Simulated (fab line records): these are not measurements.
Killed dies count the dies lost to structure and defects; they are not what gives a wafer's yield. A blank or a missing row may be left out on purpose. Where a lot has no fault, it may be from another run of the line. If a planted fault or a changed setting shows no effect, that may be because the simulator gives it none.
Comparing a struck lot with a sound one    flow rit cmos    22 steps out of a route of 202
Sound: these wafers, L867.2, L867.3, L867.6. The struck wafers were L878.2, L878.4, L878.6. The cause is given at the end.
Each step with rows lists, per side, the tool, then ch with its chambers, then its first start. Under that, the readings that differ: sound wafers    struck wafers    difference of the means    sigmas: that difference in standard deviations of wafers without a fault.
alike: same words and numbers on both sides, and readings whose means sit less than 2 such deviations apart. not compared: any withheld reading, any reading some wafer has no value for, any bound like >300 that may hide the same value, and any number with overlapping values for which the record gives no deviation.
A row with sigmas, a row that says differs or no value, or rows on one side alone: a step with any of these is where the two part. Numbers that don't overlap but have no deviation are shown without sigmas and don't part them. A reading that every wafer of one side lacks parts them only if that side has two wafers or more.

first, 2 steps without rows for these wafers: RIT_NSD_HARDBAKE_07 (time 60 s); RIT_NSD_IMPLANT_08.
RIT_NSD_STRIP_09: strips in O2, time 180 s.
  sound on plasma asher-03 ch 0,1, day 4 16:22; struck on plasma asher-01 ch 0,1, day 6 12:52
  alike: drypump motor current A
  not compared: rf hours counter h
RIT_NSD_TW_MEAS_10:
  sound on film metro-02, day 4 16:33; struck on film metro-03, day 6 13:03
  alike: NSD_TW
then, 6 steps without rows for these wafers: RIT_PSD_HMDS_00 (prime time 60 s); RIT_PSD_COAT_01 (resist thk 1000 nm); RIT_PSD_SOFTBAKE_02 (time 60 s); RIT_PSD_EXPOSE_03 (exposes mask M10, target cd 40900 nm); RIT_PSD_PEB_04; RIT_PSD_DEVELOP_05 (develop time 50 s).
RIT_PSD_OVL_MEAS_06:
  sound on overlay-01, day 4 17:35; struck on overlay-01, day 6 14:09
  alike: PSD_OVL
then, 1 step without rows for these wafers: RIT_PSD_HARDBAKE_07 (time 60 s).
RIT_PSD_IMPLANT_08:
  sound on implanter-01 ch 0, day 4 17:47; struck on implanter-01 ch 0, day 6 14:37
reading                    sound                 struck                difference  sigmas
beam energy keV            27.014 27.006 26.992  25.109 25.104 25.096  -1.901      -99 or more
model.implant.rp nm (nm)   21.52 21.52 21.52     20.28 20.28 20.28     -1.24       
model.implant.drp nm (nm)  12.05 12.05 12.05     11.45 11.45 11.45     -0.60       
RIT_PSD_STRIP_09: strips in O2, time 180 s.
  sound on plasma asher-02 ch 1, day 4 17:55; struck on plasma asher-01 ch 0, day 6 14:45
  alike: drypump motor current A
  not compared: rf hours counter h
RIT_PSD_TW_MEAS_10:
  sound on film metro-01, day 4 18:05; struck on film metro-03, day 6 14:56
  alike: PSD_TW
then, 3 steps without rows for these wafers: RIT_SDANNEAL_CLEAN_00 (cleans in SC1, time 600 s); RIT_SDANNEAL_CLEAN_01 (cleans in dHF, time 30 s); RIT_SDANNEAL_CLEAN_02 (cleans in SC2, time 600 s).
RIT_SDANNEAL_RTA_03: time 5 s.
  sound on rtp anneal-01 ch 0, day 4 18:32; struck on rtp anneal-02 ch 0, day 6 15:23
  alike: wafer_temp_C_max
RIT_SDANNEAL_RS_MEAS_04: uses a four-point probe to measure.
  sound on film metro-03, day 4 18:36; struck on film metro-01, day 6 15:28
reading          sound                 struck                difference  sigmas
PSD_RS (ohm/sq)  115.97 115.81 115.76  120.48 120.14 120.17  +4.42       +17
RIT_SDANNEAL_RS_MEAS_05: uses a four-point probe to measure.
  sound on film metro-03, day 4 18:43; struck on film metro-01, day 6 15:35
  alike: NSD_RS
RIT_M1_PROBE_99:
  sound on prober-02, day 5 02:46; struck on prober-01, day 6 23:14
  alike: killed at contacts, killed at front end, killed dies, killed open, killed short

WHERE THEY PART
First at RIT_PSD_IMPLANT_08; last, within this record, at RIT_SDANNEAL_RS_MEAS_04. Later steps at which nothing parts them and some readings are alike: RIT_SDANNEAL_RS_MEAS_05, RIT_M1_PROBE_99.

WHY: what had been put in by the simulator
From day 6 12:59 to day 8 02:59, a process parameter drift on implanter-01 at RIT_PSD_IMPLANT_08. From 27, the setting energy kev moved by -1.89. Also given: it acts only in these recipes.
